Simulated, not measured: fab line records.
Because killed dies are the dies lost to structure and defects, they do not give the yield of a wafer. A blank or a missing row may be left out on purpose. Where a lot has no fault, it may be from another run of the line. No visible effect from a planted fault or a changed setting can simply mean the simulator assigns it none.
Commonality check across tools    flow rit_cmos    Sampled: 16 lots, 48 wafers

WHY THIS WAS OPENED
At RIT_PWELL_OVL_MEAS_06 the reading PWELL_OVL is flagged on 4 of 16 lots. Fault-free wafers read -0.1 nm, with a standard deviation of 1.3.
Rule: a lot gets a flag if all its wafers with a number sit over 4 standard deviations from that mean, or if no wafer of it has a number. The rest of the lots are taken to be sound.

lot   measured     on          PWELL_OVL (nm), wafer by wafer  flag
L422  day 2 04:47  overlay-01  -2.0 0.0 0.6                    
L423  day 2 11:08  overlay-01  0.3 2.1 1.5                     
L425  day 2 16:01  overlay-01  0.7 2.1 1.8                     
L426  day 2 19:41  overlay-01  0.0 -1.0 -2.1                   
L427  day 3 00:50  overlay-01  -0.6 -0.5 0.4                   
L428  day 3 05:34  overlay-02  0.0 1.2 0.3                     
L429  day 3 11:53  overlay-01  -0.5 -1.5 -1.4                  
L431  day 3 23:34  overlay-01  -0.5 -1.5 0.3                   
L432  day 4 02:39  overlay-01  0.7 -0.6 -0.6                   
L434  day 4 15:33  overlay-02  2.1 -0.3 1.9                    
L435  day 4 17:14  overlay-02  360.3 360.0 358.6               FLAGGED
L436  day 4 21:38  overlay-02  358.3 359.2 360.1               FLAGGED
L437  day 5 04:41  overlay-01  359.0 361.3 358.4               FLAGGED
L438  day 5 09:49  overlay-02  362.8 362.3 362.2               FLAGGED
L443  day 6 07:29  overlay-01  -1.1 -1.6 -2.8                  
L444  day 6 14:41  overlay-01  -1.5 0.2 0.0                    
On average the flagged lots read 360.2 nm, which is +360.3 nm against the usual, or +99 or more standard deviations.

WHICH TOOL EACH LOT WENT THROUGH
The record keeps 1 process step preceding the reading, out of 202 steps on the route. Cell contents, in order: the tool; ch with the chambers the sampled wafers went through; the start.
lot   flag     RIT_PWELL_EXPOSE_03
L422           iline_stepper-02 ch 0, day 2 04:22
L423           iline_stepper-01 ch 0, day 2 10:42
L425           iline_stepper-01 ch 0, day 2 15:38
L426           iline_stepper-02 ch 0, day 2 19:16
L427           iline_stepper-01 ch 0, day 3 00:24
L428           iline_stepper-01 ch 0, day 3 05:08
L429           iline_stepper-02 ch 0, day 3 11:30
L431           iline_stepper-01 ch 0, day 3 23:07
L432           iline_stepper-02 ch 0, day 4 02:14
L434           iline_stepper-02 ch 0, day 4 15:07
L435  FLAGGED  iline_stepper-02 ch 0, day 4 16:48
L436  FLAGGED  iline_stepper-02 ch 0, day 4 21:13
L437  FLAGGED  iline_stepper-02 ch 0, day 5 04:16
L438  FLAGGED  iline_stepper-02 ch 0, day 5 09:23
L443           iline_stepper-01 ch 0, day 6 07:04
L444           iline_stepper-01 ch 0, day 6 14:16
What is done by these steps:
- RIT_PWELL_EXPOSE_03: exposes mask M3, target cd 43700 nm.
- RIT_PWELL_OVL_MEAS_06

FLAGGED AGAINST TOTAL, ONE TOOL AT A TIME (gauges that did the reading follow at the end)
step                   tool              lots run  flagged  share of the flagged lots  sound lots run after its first flagged lot
RIT_PWELL_EXPOSE_03    iline_stepper-01  7         0        none                       -
RIT_PWELL_EXPOSE_03    iline_stepper-02  9         4        all                        0
RIT_PWELL_OVL_MEAS_06  overlay-01        11        1        some                       2 (L443,L444)
RIT_PWELL_OVL_MEAS_06  overlay-02        5         3        some                       0

WHAT IS ALLOWED BY THE TABLE
In the table, 1 row covers all flagged lots: iline_stepper-02 at RIT_PWELL_EXPOSE_03.
- iline_stepper-02 at RIT_PWELL_EXPOSE_03: 4 of its 9 lots flagged. Last sound lot L434 at day 4 15:07, first flagged lot L435 at day 4 16:48; a fault beginning in between fits.
One tool is left: iline_stepper-02 at RIT_PWELL_EXPOSE_03.

WHAT THE SIMULATOR HAD INSERTED
Scanner matching overlay: iline_stepper-02, from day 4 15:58 on, at RIT_PWELL_EXPOSE_03. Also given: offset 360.
Shown lots that were struck: L435, L436, L437, L438. The rule above reached the same finding.
